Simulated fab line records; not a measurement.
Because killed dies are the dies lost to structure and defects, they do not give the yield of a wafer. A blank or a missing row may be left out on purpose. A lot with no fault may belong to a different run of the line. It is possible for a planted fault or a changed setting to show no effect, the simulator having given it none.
Check of tool commonality -- flow berkeley_cmos170 -- Sampled: 13 lots, 39 wafers

== WHY IT WAS OPENED ==
At UCB170_PFIELD_TW_MEAS_09 the reading PFIELD_TW is flagged on 2 of 13 lots. Fault-free wafers read 597, with a standard deviation of 5.6.
Rule: a lot is flagged in two cases, either no wafer of it has a number, or all its wafers with numbers fall more than 4 standard deviations from that mean. As for the other lots, they are considered sound.

lot,measured,on,"PFIELD_TW, wafer by wafer",flag
L149,day 4 12:44,film_metro-04,591 594 591,
L151,day 4 13:25,film_metro-03,608 610 615,
L150,day 4 13:29,film_metro-02,599 596 597,
L152,day 5 05:47,film_metro-02,602 603 600,
L153,day 5 05:49,film_metro-04,590 593 588,
L154,day 5 10:43,film_metro-02,601 600 601,
L156,day 5 22:17,film_metro-03,603 607 606,
L157,day 5 22:22,film_metro-04,593 594 595,
L158,day 6 18:26,film_metro-03,596 597 597,
L161,day 6 18:46,film_metro-04,542 545 547,FLAGGED
L162,day 7 02:52,film_metro-03,550 548 550,FLAGGED
L171,day 8 20:04,film_metro-03,597 595 594,
L172,day 8 20:42,film_metro-02,597 599 599,
On average the flagged lots' numbers are 547, which is -50 against the usual, or -9 standard deviations.

== EACH LOT AND THE TOOL IT RAN ON ==
The record keeps 1 process step preceding the reading, out of 331 steps on the route. Every cell lists first the tool, next ch and the chambers used by the sampled wafers, and last the start.
lot,flag,UCB170_PFIELD_IMPLANT_07
L149,,"implanter-03 ch 0, day 4 12:29"
L151,,"implanter-02 ch 0, day 4 13:11"
L150,,"implanter-01 ch 0, day 4 13:16"
L152,,"implanter-03 ch 0, day 5 05:32"
L153,,"implanter-01 ch 0, day 5 05:35"
L154,,"implanter-01 ch 0, day 5 10:28"
L156,,"implanter-03 ch 0, day 5 22:04"
L157,,"implanter-01 ch 0, day 5 22:07"
L158,,"implanter-03 ch 0, day 6 18:13"
L161,FLAGGED,"implanter-01 ch 0, day 6 18:33"
L162,FLAGGED,"implanter-01 ch 0, day 7 02:37"
L171,,"implanter-03 ch 0, day 8 19:49"
L172,,"implanter-02 ch 0, day 8 20:27"
What is done by these steps:
- UCB170_PFIELD_IMPLANT_07
- UCB170_PFIELD_TW_MEAS_09

== FLAGGED AGAINST TOTAL, ONE TOOL AT A TIME (gauges that did the reading follow at the end) ==
step,tool,lots run,flagged,share of the flagged lots,sound lots run after its first flagged lot
UCB170_PFIELD_IMPLANT_07,implanter-01,6,2,all,0
UCB170_PFIELD_IMPLANT_07,implanter-02,2,0,none,-
UCB170_PFIELD_IMPLANT_07,implanter-03,5,0,none,-
UCB170_PFIELD_TW_MEAS_09,film_metro-02,4,0,none,-
UCB170_PFIELD_TW_MEAS_09,film_metro-03,5,1,some,1 (L171)
UCB170_PFIELD_TW_MEAS_09,film_metro-04,4,1,some,0

== WHAT IS ALLOWED BY THE TABLE ==
All flagged lots share 1 row of the table, namely implanter-01 at UCB170_PFIELD_IMPLANT_07.
- implanter-01 at UCB170_PFIELD_IMPLANT_07 ran 6 lots, 2 of them flagged. A fault beginning between L157 (day 5 22:07), its last sound lot, and L161 (day 6 18:33), its first flagged one, fits the data. Its own readings (dose_ions_cm2, faraday_current_uA) fall more than 4 standard deviations out on all wafers of the flagged lots.
implanter-01 at UCB170_PFIELD_IMPLANT_07 is the single tool remaining.

== WHAT THE SIMULATOR HAD INSERTED ==
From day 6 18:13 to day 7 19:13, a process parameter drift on implanter-01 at UCB170_PFIELD_IMPLANT_07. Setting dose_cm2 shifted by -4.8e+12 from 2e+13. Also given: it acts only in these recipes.
Shown lots that were struck: L161, L162. The rule above reached the same finding.
